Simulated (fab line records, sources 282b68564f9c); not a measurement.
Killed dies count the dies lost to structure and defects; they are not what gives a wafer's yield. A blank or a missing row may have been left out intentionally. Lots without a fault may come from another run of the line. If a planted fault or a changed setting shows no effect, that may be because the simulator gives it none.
The tool behind it: which one? / flow rit_cmos / Sampling: 7 lots, 21 wafers, 2 of 202 route steps

WHAT THE GAUGES READ, wafer by wafer
RIT_M1_RS_MEAS_01: measurement is done with a four-point probe.
lot=L118; measured=day 4 00:51; on=film_metro-04; M1_AL_RS (ohm/sq)=0.0728 0.0723 0.0730
lot=L120; measured=day 4 13:21; on=film_metro-02; M1_AL_RS (ohm/sq)=0.0742 0.0732 0.0726
lot=L122; measured=day 4 18:58; on=film_metro-04; M1_AL_RS (ohm/sq)=0.0728 0.0724 0.0720
lot=L125; measured=day 5 13:05; on=film_metro-03; M1_AL_RS (ohm/sq)=0.0731 0.0729 0.0726
lot=L131; measured=day 6 21:50; on=film_metro-02; M1_AL_RS (ohm/sq)=0.0367 0.0366 0.0368
lot=L134; measured=day 7 13:10; on=film_metro-03; M1_AL_RS (ohm/sq)=0.0735 0.0730 0.0744
lot=L136; measured=day 7 17:14; on=film_metro-04; M1_AL_RS (ohm/sq)=0.0737 0.0731 0.0713

WHICH TOOL RAN EACH LOT (tool, then ch and the chambers of the sampled wafers, then the start)
lot=L118; RIT_M1_SPUTTER_00=pvd_sputter-04, day 4 00:31
lot=L120; RIT_M1_SPUTTER_00=pvd_sputter-04, day 4 13:01
lot=L122; RIT_M1_SPUTTER_00=pvd_sputter-04, day 4 18:40
lot=L125; RIT_M1_SPUTTER_00=pvd_sputter-03, day 5 12:47
lot=L131; RIT_M1_SPUTTER_00=pvd_sputter-02, day 6 20:05
lot=L134; RIT_M1_SPUTTER_00=pvd_sputter-04, day 7 12:52
lot=L136; RIT_M1_SPUTTER_00=pvd_sputter-04, day 7 16:56
- RIT_M1_SPUTTER_00: material Al, target thk 400 nm, time 500 s.

THE ANSWER, worked out from the rows above alone
Rule: what is usual is taken from the lots themselves. Put in order of their means at a reading, lots are off if they are a third of the lots or fewer, leave a main group of 4 or more, and stand apart from it by a gap of 3 or more times the standard deviation of the main group's means; of several such gaps the widest counts. If all means in a main group match to the digits the tables above print for the reading, that group is not used. Also off: a lot with no number at a reading for which 4 or more lots have one. Any other lot the step has rows for is counted as sound.
Off: L131, at RIT_M1_RS_MEAS_01 (M1_AL_RS). For the main group the mean is 0.0729 ohm/sq and the standard deviation 0.00042.
If a tool, at a process step before that reading, ran all the lots that are off and no sound lot after the first of them, it fits. The gauges at RIT_M1_RS_MEAS_01 are tried like those tools. 2 tools fit, pvd_sputter-02 at RIT_M1_SPUTTER_00 and film_metro-02 at RIT_M1_RS_MEAS_01, so this cannot tell which one it is.

WHAT WAS PUT IN BY THE SIMULATOR
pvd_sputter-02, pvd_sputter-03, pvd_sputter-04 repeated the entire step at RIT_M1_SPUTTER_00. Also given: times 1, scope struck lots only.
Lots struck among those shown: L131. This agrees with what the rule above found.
